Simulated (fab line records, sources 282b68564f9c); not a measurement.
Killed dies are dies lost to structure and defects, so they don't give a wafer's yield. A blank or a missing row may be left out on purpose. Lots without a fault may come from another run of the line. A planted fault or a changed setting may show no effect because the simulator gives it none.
A struck lot beside a sound one | flow rit_cmos | 42 steps out of a route of 202
Sound: wafers L752.2, L752.3, L752.4. Struck: wafers L762.2, L762.6. (L762.1 of the same lot was not struck and is left out.) The cause comes at the end.
At each step with rows: each side's tool, then ch and its chambers, then its first start. Under that, the readings that differ: sound wafers | struck wafers | difference of the means | sigmas: that difference in standard deviations of wafers without a fault.
alike: readings whose means differ by less than 2 such deviations, and words and numbers that are the same on both sides. not compared: withheld readings, readings that some wafer has no value for, bounds like >300 that may hide the same value, and numbers for which the record gives no deviation and whose values overlap.
The two part at a step that has a row with sigmas, a row that says differs or no value, or rows on one side only. Numbers that don't overlap but have no deviation are shown without sigmas and don't part them. A reading that every wafer of one side lacks parts them only if that side has two wafers or more.

RIT_SDANNEAL_RTA_03: time 5.174 s.
  sound on rtp_anneal-02 ch 0, day 3 08:54; struck on rtp_anneal-02 ch 0, day 5 15:37
  alike: wafer_temp_C_max
RIT_SDANNEAL_RS_MEAS_04: measures by four-point-probe.
  sound on film_metro-03, day 3 08:58; struck on film_metro-01, day 5 15:41
  alike: PSD_RS
RIT_SDANNEAL_RS_MEAS_05: measures by four-point-probe.
  sound on film_metro-03, day 3 09:05; struck on film_metro-01, day 5 15:48
  reading         | sound             | struck      | difference | sigmas
  NSD_RS (ohm/sq) | 83.74 84.13 84.06 | 84.52 84.75 | +0.66      | +2
RIT_SDANNEAL_RS_MEAS_06: measures by four-point-probe.
  sound on film_metro-03, day 3 09:13; struck on film_metro-01, day 5 15:55
  reading          | sound             | struck      | difference | sigmas
  PLDD_RS (ohm/sq) | 179.0 179.5 178.5 | 178.0 177.7 | -1.2       | -3
RIT_SDANNEAL_RS_MEAS_07: measures by four-point-probe.
  sound on film_metro-03, day 3 09:20; struck on film_metro-01, day 5 16:02
  alike: NLDD_RS
then, 1 step without rows for these wafers: RIT_SILICIDE_WET_ETCH_00 (etches SiO2 in BOE, target depth 14 nm, time 15 s).
RIT_SILICIDE_SPUTTER_01: material Ti, target thk 30 nm, time 240 s.
  sound on pvd_sputter-02, day 3 09:26; struck on pvd_sputter-02, day 5 16:11
  alike: substrate_temp_c, throttle_valve_pct
RIT_SILICIDE_RS_MEAS_02: measures by four-point-probe.
  sound on film_metro-02, day 3 09:37; struck on film_metro-02, day 5 16:20
  alike: SILICIDE_TI_RS
RIT_SILICIDE_THK_MEAS_03: measures by xrf.
  sound on film_metro-02, day 3 09:43; struck on film_metro-02, day 5 16:27
  alike: SILICIDE_TI_THK
RIT_SILICIDE_RTA_04: time 10 s, ramp up 5 s, ramp down 5 s.
  sound on rtp_anneal-01 ch 0, day 3 09:47; struck on rtp_anneal-01 ch 0, day 5 16:31
  alike: wafer_temp_C_max
then, 1 step without rows for these wafers: RIT_SILICIDE_WET_ETCH_05 (etches Ti in SPM, time 120 s).
RIT_SILICIDE_RTA_06: time 10 s, ramp up 5 s, ramp down 10 s.
  sound on rtp_anneal-02 ch 0, day 3 09:53; struck on rtp_anneal-02 ch 0, day 5 16:41
  alike: wafer_temp_C_max
RIT_CONTACT_CVD_00: deposits SiO2 from TEOS, target thk 400 nm, time 61 s.
  sound on pecvd-03 ch 0,1,2, day 3 09:56; struck on pecvd-02 ch 0, day 5 16:45
  reading                                  | sound           | struck      | difference | sigmas
  model.SiO2_of_CONTACT_CVD_00.thk_nm (nm) | 396.4 396.9 401 | 221.6 234.2 | -170.2     |
  alike: heater_power_w
  not compared: since_wet_clean_h
RIT_CONTACT_THK_MEAS_01:
  sound on film_metro-03, day 3 10:00; struck on film_metro-03, day 5 17:03
  reading               | sound       | struck  | difference | sigmas
  CONTACT_TEOS_THK (nm) | 396 397 401 | 221 234 | -170       | -36
  not compared: hold
then, 5 steps without rows for these wafers: RIT_CONTACT_COAT_03 (resist thk 1000 nm); RIT_CONTACT_SOFTBAKE_04 (time 60 s); RIT_CONTACT_EXPOSE_05 (exposes mask M11, target cd 1000 nm); RIT_CONTACT_PEB_06; RIT_CONTACT_DEVELOP_07 (develop time 120 s).
RIT_CONTACT_CD_MEAS_08: target cd 1000 nm.
  sound on cd_sem-02, day 3 11:10; struck on cd_sem-01, day 5 19:47
  alike: cd_nm
RIT_CONTACT_OVL_MEAS_09:
  sound on overlay-01, day 3 11:16; struck on overlay-01, day 5 19:55
  alike: CONTACT_OVL
then, 1 step without rows for these wafers: RIT_CONTACT_HARDBAKE_10 (time 60 s).
RIT_CONTACT_ETCH_11: etches SiO2 in CHF3/CF4/Ar, stops on TiSi2, target depth 480 nm, time 320 s.
  sound on rie_diel-01 ch 0,1,3, day 3 11:27; struck on rie_diel-01 ch 1,3, day 5 20:14
  reading                             | sound           | struck      | difference | sigmas
  model.CONTACT.feature_depth_nm (nm) | 396.4 396.9 401 | 221.6 234.2 | -170.2     |
  model.etch.depth_nm (nm)            | 396.4 396.9 401 | 221.6 234.2 | -170.2     |
  alike: drypump_motor_current_A, oes_product_au, throttle_valve_pct
  not compared: rf_hours_counter_h
RIT_CONTACT_STRIP_12: strips in O2, time 180 s.
  sound on plasma_asher-03 ch 0,1, day 3 11:39; struck on plasma_asher-02 ch 0,1, day 5 20:25
  alike: drypump_motor_current_A
  not compared: rf_hours_counter_h
RIT_CONTACT_CD_MEAS_90: target cd 1000 nm.
  sound on cd_sem-01, day 3 11:50; struck on cd_sem-02, day 5 20:35
  alike: cd_nm
then, 3 steps without rows for these wafers: RIT_CONTACT_CLEAN_13 (cleans in SC1, time 600 s); RIT_CONTACT_CLEAN_14 (cleans in SC2, time 600 s); RIT_M1_SPUTTER_00 (material Al, target thk 400 nm, time 522.4 s).
RIT_M1_RS_MEAS_01: measures by four-point-probe.
  sound on film_metro-01, day 3 12:38; struck on film_metro-01, day 5 22:50
  reading           | sound                | struck        | difference | sigmas
  M1_AL_RS (ohm/sq) | 0.0717 0.0717 0.0719 | 0.0699 0.0701 | -0.0018    | -3
RIT_M1_THK_MEAS_02: measures by xrf.
  sound on film_metro-01, day 3 12:45; struck on film_metro-01, day 5 23:00
  reading        | sound       | struck  | difference | sigmas
  M1_AL_THK (nm) | 411 410 412 | 422 421 | +10        | +3
then, 6 steps without rows for these wafers: RIT_M1_HMDS_03 (prime time 60 s); RIT_M1_COAT_04 (resist thk 1300 nm); RIT_M1_SOFTBAKE_05 (time 60 s); RIT_M1_EXPOSE_06 (exposes mask M12, target cd 2600 nm); RIT_M1_PEB_07; RIT_M1_DEVELOP_08 (develop time 68 s).
RIT_M1_CD_MEAS_09: target cd 2600 nm.
  sound on cd_sem-01, day 3 13:49; struck on cd_sem-01, day 6 00:05
  alike: cd_nm
RIT_M1_OVL_MEAS_10:
  sound on overlay-01, day 3 13:57; struck on overlay-01, day 6 00:13
  alike: M1_OVL
then, 1 step without rows for these wafers: RIT_M1_HARDBAKE_11 (time 120 s).
RIT_M1_METAL_ETCH_12: etches Al in Cl2/BCl3, stops on SiO2, time 165 s, target depth 600 nm.
  sound on rie_metal-02 ch 0,1, day 3 14:14; struck on rie_metal-03 ch 0,1, day 6 00:30
  reading                                  | sound             | struck      | difference | sigmas
  oes_product_au (a.u.)                    | 0.783 0.775 0.781 | 0.809 0.807 | +0.028     | +3
  model.SiO2_of_CONTACT_CVD_00.thk_nm (nm) | 359.9 359.6 364.5 | 184.8 196.6 | -170.6     |
  alike: drypump_motor_current_A, throttle_valve_pct
  not compared: rf_hours_counter_h
then, 1 step without rows for these wafers: RIT_M1_STRIP_13 (strips in nmp, time 600 s).
RIT_M1_PROBE_99:
  sound on prober-01, day 3 16:32; struck on prober-01, day 6 02:48
  alike: killed_at_M0_to_M3, killed_at_front_end, killed_dies, killed_open, killed_short

WHERE THEY PART
First at RIT_SDANNEAL_RS_MEAS_05; last, within this record, at RIT_M1_METAL_ETCH_12. Later steps at which nothing parts them and some readings are alike: RIT_M1_PROBE_99.

WHY: what the simulator had put in
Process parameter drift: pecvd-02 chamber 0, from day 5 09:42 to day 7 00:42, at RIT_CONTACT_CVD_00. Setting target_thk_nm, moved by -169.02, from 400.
